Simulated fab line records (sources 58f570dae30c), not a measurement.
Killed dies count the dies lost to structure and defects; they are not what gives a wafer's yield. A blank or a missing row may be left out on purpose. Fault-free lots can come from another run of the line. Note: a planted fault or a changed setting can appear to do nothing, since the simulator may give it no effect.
fab line records + flow berkeley_cmos170
record:
- lots: 5
- wafers: 23
route steps=331 shown M2@282 V2@294
start_h: hours from the record's opening day to when the first of the lot's shown wafers began + wait_h: time in hours since the lot's previous step + " unchanged from the row above + L1.1+2: several wafers, shown together as one row + - no value present, or no start provided + * or withheld: withheld + < > ~ a bound
route shown NAME@n: NAME is a module with steps in the file, n the number in the route of the first one + usual: mean/standard deviation of fault-free wafers + same: alike in all rows + chamber/n: place in a boat + sites: readings site by site + _std_site: their standard deviation + _edge_site: outer sites' mean less inner sites' + radius_mm: how far each site lies from the wafer's centre + mask NAME#n: copy n + behind: the most recent tool/chamber to have shaped the wafer + hold: why the lot went on hold/how many hours it stayed there/how the hold came to an end + device: names the non-switching transistor (n, p or np) + end of line: at the end of the route, the tests of the same wafers + a step given without rows: its recipe and nothing more + killed: the dies lost at the first sort to structure and to defects; this is not the yield of the wafer + map: a wafer's dies, x killed, . not, _ none there
set.NAME: the setting as run; set.NAME@STEP: as run at that earlier step + model.NAME: the simulator's own value behind a step, which no gauge read
lots run with intentionally changed settings; tables by step, rows by wafer
== steps ==
step: UCB170_M2_SOFTBAKE_11
recipe:
- resist: KrF
- temp_c: 130
- time_s: 60
| lot.wafer  | tool           | chamber | start_h | wait_h | set.time_s |
|------------|----------------|---------|---------|--------|------------|
| L075.1+4+6 | litho_track-04 | 0       | -       | -      | 54.56      |
| L075.2+3   | "              | 0       | "       | "      | 60         |
| L078.1+3+4 | litho_track-01 | 0       | -       | -      | 60         |
| L078.2+6   | "              | 0       | "       | "      | 57.46      |
| L080.2+3+4 | litho_track-02 | 0       | -       | -      | 65.24      |
| L080.5+6   | "              | 0       | "       | "      | 60         |
| L082.1+2+3 | litho_track-02 | 0       | -       | -      | 52.19      |
| L082.4+6   | "              | 0       | "       | "      | 60         |
| L081.1+2+3 | litho_track-01 | 0       | -       | -      | 60         |
step: UCB170_M2_EXPOSE_12
recipe:
- mask_id: METAL2
- target_cd_nm: 700
- na: 0.5
- sigma_outer: 0.6
- source_shape: conventional
- dose_mj: 26
step: UCB170_M2_PEB_13
recipe:
- peb_temp_c: 130
- peb_time_s: withheld
- resist: KrF
step: UCB170_M2_ETCH_17
recipe:
- chemistry: N2/H2
- target_depth_a: withheld
- overetch_a: withheld
- target: BARC
- time_s: withheld
- source_w: 500
- bias_w: 100
- pressure_mtorr: 28.73
- n2_flow_sccm: 100
- h2_flow_sccm: 200
step: UCB170_M2_METAL_ETCH_18
recipe:
- chemistry: Cl2/BCl3
- target: Al
- stop_on: SiO2
- pressure_mtorr: 12
- target_depth_a: 11700
- over_etch_frac: 0.3
- time_s: 195
- icp_w: 600
- bias_w: 120
- Cl2_flow_sccm: 90
- bcl3_flow_sccm: 45
| lot.wafer  | tool         | chamber | start_h | wait_h | set.power_w@M2_SPUTTER_01 | model.M2.feature_depth_nm | model.etch.depth_nm |
|------------|--------------|---------|---------|--------|---------------------------|---------------------------|---------------------|
| L075.1     | rie_metal-03 | 0       | 206.56  | -      | 6000                      | 942                       | -                   |
| L075.2     | "            | 1       | "       | "      | 6000                      | 952.3                     | 892.8               |
| L075.3     | "            | 1       | "       | "      | 5713                      | 914                       | 854.2               |
| L075.4     | "            | 0       | "       | "      | 6000                      | 950.7                     | 893.9               |
| L075.6     | "            | 0       | "       | "      | 5713                      | 902.9                     | -                   |
| L078.1     | rie_metal-04 | 0       | 207.43  | -      | 5721                      | 897.1                     | -                   |
| L078.2     | "            | 1       | "       | "      | 6000                      | 933.6                     | 876.7               |
| L078.3     | "            | 1       | "       | "      | 5721                      | 914.5                     | 857.9               |
| L078.4     | "            | 0       | "       | "      | 6000                      | 927.2                     | -                   |
| L078.6     | "            | 0       | "       | "      | 5721                      | 902.7                     | -                   |
| L080.2     | rie_metal-03 | 1       | 207.58  | -      | 6000                      | 956.8                     | -                   |
| L080.3     | "            | 1       | "       | "      | 6000                      | 966.3                     | 907.5               |
| L080.4     | "            | 0       | "       | "      | 6000                      | 953.9                     | -                   |
| L080.5     | "            | 0       | "       | "      | 6000                      | 964.7                     | -                   |
| L080.6     | "            | 1       | "       | "      | 6000                      | 950                       | 890.8               |
| L082.1+2+4 | rie_metal-01 | 1,0,0   | 218.77  | -      | 5599                      | -                         | -                   |
| L082.3     | "            | 1       | "       | "      | 6000                      | 955                       | 898.4               |
| L082.6     | "            | 1       | "       | "      | 6000                      | 955.9                     | -                   |
| L081.1     | rie_metal-04 | 1       | 218.98  | -      | 6000                      | 946.5                     | 889.9               |
| L081.2     | "            | 0       | "       | "      | 6000                      | 954.6                     | 899.5               |
| L081.3     | "            | 1       | "       | "      | 6000                      | 945.8                     | 889.1               |
step: UCB170_V2_CMP_02
recipe:
- material: SiO2
- down_force_psi: 6
- platen_rpm: 60
- pad_velocity_m_s: 0.75398
| lot.wafer | tool   | chamber | start_h | wait_h | set.leave_above_ref_nm | model.SiO2_of_V2_CVD_00.thk_nm |
|-----------|--------|---------|---------|--------|------------------------|--------------------------------|
| L075.1    | cmp-01 | 1       | 207.19  | 0.1    | 967.4                  | 967.3                          |
| L075.4    | "      | 2       | "       | "      | 967.4                  | 965.7                          |
| L075.2+3  | "      | 3,0     | "       | "      | 1000                   | 1001                           |
| L075.6    | "      | 2       | "       | "      | 1000                   | 999.3                          |
| L078.2    | cmp-01 | 2       | 208.12  | 0.0    | 1028                   | 1028                           |
| L078.4+1  | "      | 3,0     | "       | "      | 1000                   | 1000                           |
| L078.3+6  | "      | 1,2     | "       | "      | 1028                   | 1027                           |
| L080.4    | cmp-02 | 1       | 208.25  | 0.1    | 1000                   | 1001                           |
| L080.2    | "      | 2       | "       | "      | 1000                   | 999.5                          |
| L080.3    | "      | 3       | "       | "      | 949                    | 948.9                          |
| L080.6    | "      | 0       | "       | "      | 1000                   | 998.1                          |
| L080.5    | "      | 1       | "       | "      | 949                    | 949.4                          |
| L082.2    | cmp-02 | 0       | 219.39  | 0.0    | 932.7                  | 931                            |
| L082.4    | "      | 1       | "       | "      | 1000                   | 1000                           |
| L082.1    | "      | 2       | "       | "      | 1000                   | 998.7                          |
| L082.3    | "      | 3       | "       | "      | 1000                   | 999.1                          |
| L082.6    | "      | 0       | "       | "      | 932.7                  | 930.8                          |
| L081.3+1  | cmp-01 | 3,0     | 219.71  | 0.1    | 1000                   | 1001                           |
| L081.2    | "      | 1       | "       | "      | 1000                   | 998                            |
step: UCB170_V2_THK_MEAS_04
recipe:
- reads: SiO2_of_V2_CVD_00
usual:
- V2_POLISHED_THK: 1000.0/1.3
| lot.wafer | tool          | chamber | start_h | wait_h | set.leave_above_ref_nm@V2_CMP_02 | V2_POLISHED_THK[nm] |
|-----------|---------------|---------|---------|--------|----------------------------------|---------------------|
| L075.1    | film_metro-02 | -       | 207.61  | 0.1    | 967.4                            | 967.7               |
| L075.2    | "             | -       | "       | "      | 1000                             | 1001.9              |
| L075.3    | "             | -       | "       | "      | 1000                             | 1002.0              |
| L075.4    | "             | -       | "       | "      | 967.4                            | 965.5               |
| L075.6    | "             | -       | "       | "      | 1000                             | 999.9               |
| L078.1    | film_metro-03 | -       | 208.54  | 0.1    | 1000                             | 1000.5              |
| L078.2    | "             | -       | "       | "      | 1028                             | 1027.0              |
| L078.3    | "             | -       | "       | "      | 1028                             | 1027.2              |
| L078.4    | "             | -       | "       | "      | 1000                             | 1001.0              |
| L078.6    | "             | -       | "       | "      | 1028                             | 1027.8              |
| L080.2    | film_metro-01 | -       | 208.63  | 0.1    | 1000                             | 999.8               |
| L080.3    | "             | -       | "       | "      | 949                              | 948.7               |
| L080.4    | "             | -       | "       | "      | 1000                             | 1001.0              |
| L080.5    | "             | -       | "       | "      | 949                              | 949.3               |
| L080.6    | "             | -       | "       | "      | 1000                             | 997.5               |
| L082.1    | film_metro-01 | -       | 219.81  | 0.1    | 1000                             | 999.8               |
| L082.2    | "             | -       | "       | "      | 932.7                            | 931.0               |
| L082.3    | "             | -       | "       | "      | 1000                             | 999.0               |
| L082.4    | "             | -       | "       | "      | 1000                             | 1000.5              |
| L082.6    | "             | -       | "       | "      | 932.7                            | 930.1               |
| L081.1    | film_metro-02 | -       | 220.08  | 0.1    | 1000                             | 1001.4              |
| L081.2    | "             | -       | "       | "      | 1000                             | 997.2               |
| L081.3    | "             | -       | "       | "      | 1000                             | 1000.6              |
step: UCB170_V2_CLEAN_05
recipe:
- chemistry: DIW
step: UCB170_V2_HMDS_06
recipe:
- prime_time_s: 60
- prime_temp_c: 100
step: UCB170_V2_ETCH_14
recipe:
- chemistry: CHF3/CF4/Ar
- target: SiO2
- stop_on: Al
- CHF3_flow_sccm: 45
- cf4_flow_sccm: 15
- Ar_flow_sccm: 150
- pressure_mtorr: 200
- rf_w: 714.3
- target_depth_a: 12500
- over_etch_frac: 0.25
- time_s: 291
| lot.wafer | tool        | chamber | start_h | wait_h | set.leave_above_ref_nm@V2_CMP_02 | model.V2.feature_depth_nm | model.etch.depth_nm |
|-----------|-------------|---------|---------|--------|----------------------------------|---------------------------|---------------------|
| L075.1    | rie_diel-01 | 1       | 209.35  | 0.0    | 967.4                            | 967.3                     | -                   |
| L075.2    | "           | 0       | "       | "      | 1000                             | 1001                      | 1001                |
| L075.3    | "           | 3       | "       | "      | 1000                             | 1002                      | 1001                |
| L075.4    | "           | 1       | "       | "      | 967.4                            | 965.7                     | 965.7               |
| L075.6    | "           | 0       | "       | "      | 1000                             | 999.5                     | -                   |
| L078.1+4  | rie_diel-04 | 2,1     | 210.54  | 0.0    | 1000                             | 1000                      | -                   |
| L078.2    | "           | 0       | "       | "      | 1028                             | 1028                      | 1028                |
| L078.3    | "           | 3       | "       | "      | 1028                             | 1027                      | 1027                |
| L078.6    | "           | 2       | "       | "      | 1028                             | 1027                      | -                   |
| L080.2    | rie_diel-01 | 3       | 210.61  | 0.0    | 1000                             | 999.9                     | -                   |
| L080.3    | "           | 1       | "       | "      | 949                              | 948.9                     | 948.9               |
| L080.4    | "           | 0       | "       | "      | 1000                             | 1002                      | -                   |
| L080.5    | "           | 3       | "       | "      | 949                              | 949.9                     | -                   |
| L080.6    | "           | 1       | "       | "      | 1000                             | 998.1                     | 998.1               |
| L082.1    | rie_diel-01 | 3       | 221.17  | 0.0    | 1000                             | 999.1                     | -                   |
| L082.2    | "           | 0       | "       | "      | 932.7                            | 931.2                     | -                   |
| L082.3    | "           | 1       | "       | "      | 1000                             | 999.1                     | 999.1               |
| L082.4    | "           | 3       | "       | "      | 1000                             | 1001                      | -                   |
| L082.6    | "           | 0       | "       | "      | 932.7                            | 931.1                     | -                   |
| L081.1+3  | rie_diel-03 | 3,2     | 221.44  | 0.0    | 1000                             | 1001                      | 1001                |
| L081.2    | "           | 1       | "       | "      | 1000                             | 998                       | 998                 |
== key ==
split:
- step: UCB170_M2_SOFTBAKE_11
- setting: time_s
- stated: 60
- by: wafer
response none clear
split:
- step: UCB170_V2_CMP_02
- setting: leave_above_ref_nm
- stated: 1000
- by: wafer
response:
- step: UCB170_V2_CMP_02
- reading: model.SiO2_of_V2_CVD_00.thk_nm
- change: +10.1
- per: 1%
- r: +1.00
response:
- step: UCB170_V2_THK_MEAS_04
- reading: V2_POLISHED_THK
- change: +10.1
- per: 1%
- r: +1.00
response:
- step: UCB170_V2_ETCH_14
- reading: model.V2.feature_depth_nm
- change: +10.1
- per: 1%
- r: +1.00
response:
- step: UCB170_V2_ETCH_14
- reading: model.etch.depth_nm
- change: +10.1
- per: 1%
- r: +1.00
split outside_this_file step=UCB170_M2_SPUTTER_01 setting=power_w
split outside_this_file: this setting was split too, and the file shows its column; the key of that split is in another file
